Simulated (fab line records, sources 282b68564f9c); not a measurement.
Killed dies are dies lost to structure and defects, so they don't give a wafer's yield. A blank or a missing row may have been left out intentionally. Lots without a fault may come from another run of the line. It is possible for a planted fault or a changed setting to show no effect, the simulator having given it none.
A lot that was struck, set against a sound lot | flow ritCmos | 14 steps out of a route of 202
Sound: these wafers, L327.1, L327.3, L327.4. The struck wafers were L332.1, L332.2, L332.3. The cause is named last.
Per side, at each step with rows, come the tool, then ch with its chambers, and then its first start. Under that, the readings that differ: sound wafers | struck wafers | difference of the means | sigmas: that difference in standard deviations of wafers without a fault.
alike: same words and numbers on both sides, and readings whose means sit less than 2 such deviations apart. not compared: any withheld reading, any reading some wafer has no value for, any bound like >300 that may hide the same value, and any number with overlapping values for which the record gives no deviation.
A row with sigmas, a row that says differs or no value, or rows on one side alone: a step with any of these is where the two part. Non-overlapping numbers with no deviation appear without sigmas and do not part them. A reading that every wafer of one side lacks parts them only if that side has two wafers or more.

first, 3 steps without rows for these wafers: RIT_SDANNEAL_CLEAN_00 (cleans in SC1, time 600 s); RIT_SDANNEAL_CLEAN_01 (cleans in dHF, time 30 s); RIT_SDANNEAL_CLEAN_02 (cleans in SC2, time 612.6 s).
RIT_SDANNEAL_RTA_03: time 5 s.
  sound on rtpAnneal-02 ch 0, day 4 06:25; struck on rtpAnneal-01 ch 0, day 5 10:11
  alike: annealTempCMax, chamberO2Ppm, wafer_temp_C_max
RIT_SDANNEAL_RS_MEAS_04: uses a four-point probe to measure.
  sound on filmMetro-02, day 4 06:29; struck on filmMetro-01, day 5 10:14
  alike: PSD_RS
RIT_SDANNEAL_RS_MEAS_05: uses a four-point probe to measure.
  sound on filmMetro-02, day 4 06:36; struck on filmMetro-01, day 5 10:21
reading         | sound             | struck            | difference | sigmas
NSD_RS (ohm/sq) | 84.00 83.90 83.99 | 84.56 84.76 84.79 | +0.74      | +3
RIT_SDANNEAL_RS_MEAS_06: uses a four-point probe to measure.
  sound on filmMetro-02, day 4 06:43; struck on filmMetro-01, day 5 10:28
  alike: PLDD_RS
RIT_SDANNEAL_RS_MEAS_07: uses a four-point probe to measure.
  sound on filmMetro-02, day 4 06:50; struck on filmMetro-01, day 5 10:35
  alike: NLDD_RS
then, 1 step without rows for these wafers: RIT_SILICIDE_WET_ETCH_00 (etches SiO2 in BOE, target depth 14 nm, time 15 s).
RIT_SILICIDE_SPUTTER_01: material Ti, target thk 30 nm, time 240 s.
  sound on pvdSputter-02, day 4 06:58; struck on pvdSputter-03, day 5 10:44
  alike: cathodeDcPowerW, substrateTempC, throttleValvePct
RIT_SILICIDE_RS_MEAS_02: uses a four-point probe to measure.
  sound on filmMetro-01, day 4 07:07; struck on filmMetro-04, day 5 10:53
  alike: SILICIDE_TI_RS
RIT_SILICIDE_THK_MEAS_03: measures by xrf.
  sound on filmMetro-01, day 4 07:14; struck on filmMetro-04, day 5 11:00
  alike: SILICIDE_TI_THK
RIT_SILICIDE_RTA_04: time 10 s, ramp up 5 s, ramp down 5 s.
  sound on rtpAnneal-01 ch 0, day 4 07:18; struck on rtpAnneal-02, day 5 11:04
  no value came back on the struck wafers for annealTempCMax, chamberO2Ppm, wafer_temp_C_max; on the sound wafers annealTempCMax reads 651.3 651.9 650.8
then, 1 step without rows for these wafers: RIT_SILICIDE_WET_ETCH_05 (etches Ti in SPM, time 120 s).

== WHERE THEY PART ==
At RIT_SDANNEAL_RS_MEAS_05 first; at RIT_SILICIDE_RTA_04 last (within this record only).

WHY: whatever the simulator had introduced
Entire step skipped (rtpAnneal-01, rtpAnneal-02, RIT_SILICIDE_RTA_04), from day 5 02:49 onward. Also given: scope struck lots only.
